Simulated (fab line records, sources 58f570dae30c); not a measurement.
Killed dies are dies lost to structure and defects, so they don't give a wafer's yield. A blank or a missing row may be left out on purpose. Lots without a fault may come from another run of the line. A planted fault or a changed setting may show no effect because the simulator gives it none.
Tool commonality check | flow berkeley_cmos170 | 16 lots, 60 wafers sampled

WHY IT WAS OPENED
At UCB170_CONTACT_OVL_MEAS_16 the reading CONTACT_OVL is flagged on 4 of 16 lots. Wafers without a fault read -3 nm, standard deviation 5.3.
Rule: a lot is flagged when every wafer of it that has a number lies more than 4 standard deviations from that mean, or none has a number. The other lots count as sound.

lot  | measured     | on         | CONTACT_OVL (nm), wafer by wafer | flag
L411 | day 6 21:04  | overlay-02 | 4 1 1                            |
L412 | day 7 03:21  | overlay-01 | 0 -8 -4                          |
L415 | day 7 14:10  | overlay-02 | 3 1 1                            |
L414 | day 7 16:22  | overlay-01 | -2 0 -1                          |
L416 | day 8 12:19  | overlay-01 | -1 -8 -4                         |
L418 | day 8 19:11  | overlay-02 | -4 -3 -7                         |
L420 | day 8 22:51  | overlay-02 | 8 -6 12                          |
L423 | day 9 13:43  | overlay-01 | -138 -135 -137 -135 -132 -135    | FLAGGED
L421 | day 9 13:59  | overlay-02 | -5 2 -3                          |
L424 | day 9 19:39  | overlay-01 | -139 -131 -136 -136 -129 -133    | FLAGGED
L427 | day 10 19:37 | overlay-01 | -131 -124 -134 -128 -122 -131    | FLAGGED
L426 | day 10 20:19 | overlay-02 | -119 -120 -118 -115 -118 -117    | FLAGGED
L425 | day 10 20:46 | overlay-02 | -2 -4 -11                        |
L428 | day 11 02:25 | overlay-01 | -2 -9 0                          |
L431 | day 11 12:18 | overlay-01 | -3 -3 -1                         |
L434 | day 11 19:35 | overlay-01 | -6 0 -4                          |
The numbers of the flagged lots are -129 nm on average: -126 nm against the usual, or -24 standard deviations.

WHICH TOOL RAN EACH LOT
The record holds 2 process steps before the reading, out of a route of 331 steps. In each cell: the tool, then ch and the chambers that the sampled wafers went through, then the start.
lot  | flag    | UCB170_CONTACT_STRIP_06              | UCB170_CONTACT_EXPOSE_12
L411 |         | plasma_asher-02 ch 0, day 6 19:43    | krf_scanner-01 ch 0, day 6 20:31
L412 |         | plasma_asher-01 ch 0,1, day 7 01:48  | krf_scanner-02 ch 0, day 7 02:38
L415 |         | plasma_asher-01 ch 0,1, day 7 12:14  | krf_scanner-01 ch 0, day 7 13:11
L414 |         | plasma_asher-04 ch 0,1, day 7 14:11  | krf_scanner-02 ch 0, day 7 15:28
L416 |         | plasma_asher-04 ch 0,1, day 8 10:52  | krf_scanner-01 ch 0, day 8 11:48
L418 |         | plasma_asher-01 ch 0,1, day 8 16:20  | krf_scanner-01 ch 0, day 8 18:42
L420 |         | plasma_asher-01 ch 0, day 8 21:22    | krf_scanner-02 ch 0, day 8 22:20
L423 | FLAGGED | plasma_asher-04 ch 0,1, day 9 12:14  | krf_scanner-02 ch 0, day 9 13:14
L421 |         | plasma_asher-02 ch 0,1, day 9 12:18  | krf_scanner-01 ch 0, day 9 13:29
L424 | FLAGGED | plasma_asher-02 ch 0,1, day 9 18:12  | krf_scanner-02 ch 0, day 9 19:09
L427 | FLAGGED | plasma_asher-04 ch 0,1, day 10 17:10 | krf_scanner-02 ch 0, day 10 18:40
L426 | FLAGGED | plasma_asher-02 ch 0,1, day 10 18:16 | krf_scanner-02 ch 0, day 10 19:32
L425 |         | plasma_asher-01 ch 0,1, day 10 19:07 | krf_scanner-01 ch 0, day 10 20:14
L428 |         | plasma_asher-01 ch 0,1, day 11 00:52 | krf_scanner-01 ch 0, day 11 01:40
L431 |         | plasma_asher-01 ch 0,1, day 11 09:24 | krf_scanner-01 ch 0, day 11 11:38
L434 |         | plasma_asher-04 ch 0,1, day 11 17:44 | krf_scanner-01 ch 0, day 11 18:52
What these steps do:
- UCB170_CONTACT_STRIP_06: strips in O2.
- UCB170_CONTACT_EXPOSE_12: exposes mask CONT, target cd 700 nm.
- UCB170_CONTACT_OVL_MEAS_16

FLAGGED OVER TOTAL, TOOL BY TOOL (the gauges that took the reading come last)
step                       | tool            | lots run | flagged | share of the flagged lots | sound lots run after its first flagged lot
UCB170_CONTACT_STRIP_06    | plasma_asher-01 | 7        | 0       | none                      | -
UCB170_CONTACT_STRIP_06    | plasma_asher-02 | 4        | 2       | some                      | 0
UCB170_CONTACT_STRIP_06    | plasma_asher-04 | 5        | 2       | some                      | 1 (L434)
UCB170_CONTACT_EXPOSE_12   | krf_scanner-01  | 9        | 0       | none                      | -
UCB170_CONTACT_EXPOSE_12   | krf_scanner-02  | 7        | 4       | all                       | 0
UCB170_CONTACT_OVL_MEAS_16 | overlay-01      | 9        | 3       | some                      | 3 (L428,L431,L434)
UCB170_CONTACT_OVL_MEAS_16 | overlay-02      | 7        | 1       | some                      | 1 (L425)

WHAT THE TABLE ALLOWS
1 row of the table ran every flagged lot: krf_scanner-02 at UCB170_CONTACT_EXPOSE_12.
- krf_scanner-02 at UCB170_CONTACT_EXPOSE_12: 4 of its 7 lots flagged. Its last sound lot is L420 (day 8 22:20), its first flagged lot L423 (day 9 13:14): a fault that began between those two fits.
One tool is left: krf_scanner-02 at UCB170_CONTACT_EXPOSE_12.

WHAT THE SIMULATOR HAD PUT IN
Scanner matching overlay: krf_scanner-02, from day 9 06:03 on, at UCB170_CONTACT_EXPOSE_12. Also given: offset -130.
Lots struck among those shown: L423, L424, L427, L426. The rule above found the same.
